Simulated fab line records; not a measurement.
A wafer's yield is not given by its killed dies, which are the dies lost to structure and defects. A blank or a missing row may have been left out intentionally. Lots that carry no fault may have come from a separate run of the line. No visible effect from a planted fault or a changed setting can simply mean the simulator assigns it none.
fab line records ; flow ritCmos
[record] lots = 6; wafers = 18; lastDay = 6
route steps=202 shown NWELL@32 PWELL@39
lots that met no fault: taken from a fault-free run of the same line
startH: hours from the record's opening day to when the first of the lot's shown wafers began ; waitH: hours from the lot's prior step to this one ; " repeats the value in the row above ; L1.1+2: one row covering several wafers at once ; - value missing, or start not given ; * or withheld: withheld ; < > ~ a bound
route shown NAME@n: names a module that has steps shown in the file, with the first one's number in the route ; usual: average and standard deviation across the fault-free wafers ; same: alike in all rows ; chamber/n: place in a boat ; sites: each site's reading ; _std_site: standard deviation of those values ; _edge_site: outer sites' mean less inner sites' ; radiusMm: for every site, how far away it sits from the centre of the wafer ; mask NAME#n: copy n ; behind: the last tool/chamber to shape the wafer ; hold: why the lot went on hold/how many hours it stayed there/how the hold came to an end ; device: transistor that didn't switch, given as n, p or np ; end of line: the same wafers' tests at the end of the route ; where a step has no rows: the recipe by itself ; killed: not the wafer's yield, but the dies lost to structure and defects at the first sort ; map: per-die view of a wafer (x killed, . not killed, _ where there is no die)
set.NAME: the setting that was run; set.NAME@STEP: the one run at that earlier step ; model.NAME: the simulator's own value behind a step, which no gauge read
lots at selected steps of the route; one table per step, one row per wafer
services: a tool's chamber out of use, with start hour (startH, from the record's first day; less than 0 if before it), hours out, and reason
[[steps]]
[step RIT_NWELL_PEB_04]
[recipe] resist = NOVOLAK; tempC = withheld; timeS = withheld
[step RIT_NWELL_DEVELOP_05]
[recipe] resist = NOVOLAK; developTimeS = 68; devTempC = 23
[step RIT_NWELL_OVL_MEAS_06]
[usual] NWELL_OVL = -0.3/1.6
lot.wafer;tool;chamber;startH;waitH;NWELL_OVL[nm]
L899.3;overlay-01;-;25.92;-;1.5
L899.4;overlay-01;-;25.92;-;-1.2
L899.6;overlay-01;-;25.92;-;0.1
L905.2;overlay-01;-;58.50;-;-0.4
L905.5;overlay-01;-;58.50;-;-1.3
L905.6;overlay-01;-;58.50;-;0.5
L910.1;overlay-02;-;81.98;-;0.3
L910.5;overlay-02;-;81.98;-;-0.4
L910.6;overlay-02;-;81.98;-;-2.6
L911.3;overlay-01;-;86.41;-;1.3
L911.4;overlay-01;-;86.41;-;-0.1
L911.5;overlay-01;-;86.41;-;0.6
L913.1;overlay-01;-;97.82;-;2.6
L913.2;overlay-01;-;97.82;-;0.3
L913.6;overlay-01;-;97.82;-;1.3
L916.3;overlay-01;-;112.15;-;-0.7
L916.4;overlay-01;-;112.15;-;-0.6
L916.5;overlay-01;-;112.15;-;-2.6
[step RIT_NWELL_HARDBAKE_07]
[recipe] resist = NOVOLAK; tempC = 140; timeS = 120
[step RIT_NWELL_IMPLANT_08]
[recipe] species = P; energyKev = 170; doseCm2 = 5e+13; tiltDeg = 7
[step RIT_NWELL_STRIP_09]
[recipe] chemistry = O2; timeS = 180; resist = NOVOLAK; platenTempC = withheld; powerW = 500; pressureMtorr = 4000; o2FlowSccm = 4000
[usual] drypumpMotorCurrentA = 5.7/0.58
lot.wafer;tool;chamber;startH;waitH;drypumpMotorCurrentA;rfHoursCounterH
L899.3;plasmaAsher-04;0;26.52;0.1;4.8;-
L899.4;plasmaAsher-04;1;26.52;0.1;5.6;-
L899.6;plasmaAsher-04;1;26.52;0.1;5.6;-
L905.2;plasmaAsher-04;1;58.93;0.1;5.6;27
L905.5;plasmaAsher-04;1;58.93;0.1;5.6;-
L905.6;plasmaAsher-04;0;58.93;0.1;4.8;-
L910.1;plasmaAsher-04;0;82.42;0.1;4.8;30
L910.5;plasmaAsher-04;1;82.42;0.1;5.6;-
L910.6;plasmaAsher-04;0;82.42;0.1;4.8;-
L911.3;plasmaAsher-03;0;86.89;0.1;5.5;-
L911.4;plasmaAsher-03;1;86.89;0.1;5.6;-
L911.5;plasmaAsher-03;0;86.89;0.1;5.5;-
L913.1;plasmaAsher-04;0;98.39;0.1;4.8;31
L913.2;plasmaAsher-04;1;98.39;0.1;5.6;31
L913.6;plasmaAsher-04;0;98.39;0.1;4.9;-
L916.3;plasmaAsher-03;0;112.64;0.1;5.5;-
L916.4;plasmaAsher-03;1;112.64;0.1;5.6;-
L916.5;plasmaAsher-03;0;112.64;0.1;5.5;-
[step RIT_NWELL_TW_MEAS_10]
[usual] NWELL_TW = 2151/21
lot.wafer;tool;chamber;startH;waitH;NWELL_TW
L899.3;filmMetro-04;-;26.65;0.1;2190
L899.4;filmMetro-04;-;26.65;0.1;2179
L899.6;filmMetro-04;-;26.65;0.1;2179
L905.2;filmMetro-04;-;59.11;0.1;2172
L905.5;filmMetro-04;-;59.11;0.1;2161
L905.6;filmMetro-04;-;59.11;0.1;2171
L910.1;filmMetro-01;-;82.59;0.1;2125
L910.5;filmMetro-01;-;82.59;0.1;2129
L910.6;filmMetro-01;-;82.59;0.1;2130
L911.3;filmMetro-03;-;87.03;0.1;2161
L911.4;filmMetro-03;-;87.03;0.1;2166
L911.5;filmMetro-03;-;87.03;0.1;2151
L913.1;filmMetro-01;-;98.56;0.1;2131
L913.2;filmMetro-01;-;98.56;0.1;2136
L913.6;filmMetro-01;-;98.56;0.1;2132
L916.3;filmMetro-01;-;112.77;0.1;2123
L916.4;filmMetro-01;-;112.77;0.1;2131
L916.5;filmMetro-01;-;112.77;0.1;2133
[step RIT_PWELL_HMDS_00]
[recipe] primeTimeS = 60; primeTempC = 140
[step RIT_PWELL_COAT_01]
[recipe] resist = NOVOLAK; spinRpm = 2000; resistThkNm = 1300
[step RIT_PWELL_SOFTBAKE_02]
[recipe] resist = NOVOLAK; tempC = 90; timeS = 60
[step RIT_PWELL_EXPOSE_03]
[recipe] maskId = M3; na = 0.57; targetCdNm = 43700; doseMj = 250
[step RIT_PWELL_PEB_04]
[recipe] resist = NOVOLAK; tempC = withheld; timeS = withheld
[step RIT_PWELL_DEVELOP_05]
[recipe] resist = NOVOLAK; developTimeS = 68; devTempC = 23
[usual] chillPlateTempC = 22.99/0.11; developTimeS = 68/0
lot.wafer;tool;chamber;startH;waitH;chillPlateTempC;developTimeS
L899.3;lithoTrack-04;0;27;-;23.00;68
L899.4;lithoTrack-04;0;27;-;22.83;68
L899.6;lithoTrack-04;0;27;-;23.02;68
L905.2;lithoTrack-04;0;60;-;23.01;68
L905.5;lithoTrack-04;0;60;-;23.08;68
L905.6;lithoTrack-04;0;60;-;23.11;68
L910.1;lithoTrack-02;-;83;-;-;-
L910.5;lithoTrack-02;-;83;-;-;-
L910.6;lithoTrack-02;-;83;-;-;-
L911.3;lithoTrack-04;-;87;-;-;-
L911.4;lithoTrack-04;-;87;-;-;-
L911.5;lithoTrack-04;-;87;-;-;-
L913.1;lithoTrack-03;0;99;-;22.97;68
L913.2;lithoTrack-03;0;99;-;23.00;68
L913.6;lithoTrack-03;0;99;-;22.95;68
L916.3;lithoTrack-02;0;113;-;22.73;68
L916.4;lithoTrack-02;0;113;-;22.92;68
L916.5;lithoTrack-02;0;113;-;22.86;68
[step RIT_PWELL_OVL_MEAS_06]
[usual] PWELL_OVL = -1.4/1.3
lot.wafer;tool;chamber;startH;waitH;PWELL_OVL[nm]
L899.3;overlay-02;-;27.71;-;-1.0
L899.4;overlay-02;-;27.71;-;-0.7
L899.6;overlay-02;-;27.71;-;0.4
L905.2;overlay-02;-;60.17;-;-2.3
L905.5;overlay-02;-;60.17;-;-0.4
L905.6;overlay-02;-;60.17;-;-1.9
L910.1;overlay-02;-;83.55;-;-
L910.5;overlay-02;-;83.55;-;-
L910.6;overlay-02;-;83.55;-;-
L911.3;overlay-01;-;87.96;-;-
L911.4;overlay-01;-;87.96;-;-
L911.5;overlay-01;-;87.96;-;-
L913.1;overlay-01;-;99.63;-;-0.8
L913.2;overlay-01;-;99.63;-;-1.4
L913.6;overlay-01;-;99.63;-;-3.3
L916.3;overlay-01;-;113.71;-;-2.0
L916.4;overlay-01;-;113.71;-;-2.1
L916.5;overlay-01;-;113.71;-;-1.3
[[services]]
tool;chamber;startH;hours;kind
plasmaAsher-03;-;11.10;14.6;pm
plasmaAsher-03;-;62.49;0.7;repair
plasmaAsher-04;-;93.69;0.4;repair
plasmaAsher-04;-;105.16;2.2;repair
[[key]]
[firstSign] step = RIT_PWELL_DEVELOP_05; reading = toolRecord; direction = missing
effect none on later readings
metAt RIT_PWELL_DEVELOP_05
struckWafers L910.1,L910.5,L910.6,L911.3,L911.4,L911.5
sortLeftOut L910.1,L910.5,L910.6,L911.3,L911.4,L911.5
testerLeftOut L910,L911
onsetBetween 60 83
[fault] kind = skippedStepWhole; tool = lithoTrack-02,lithoTrack-04; chamber = -; onsetH = 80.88; steps = RIT_PWELL_DEVELOP_05; scope = struckLotsOnly
// testerLeftOut: of these lots the tester's yield and bins aren't shown, on N5 and GAA mostly nor the transistor test; their killed dies are dies lost to structure and defects alone, not to doping, threshold or leakage, so they don't give the yield
// sortLeftOut: the simulated sort isn't trusted on such a fault, so these wafers' sort isn't shown, and their yield isn't known
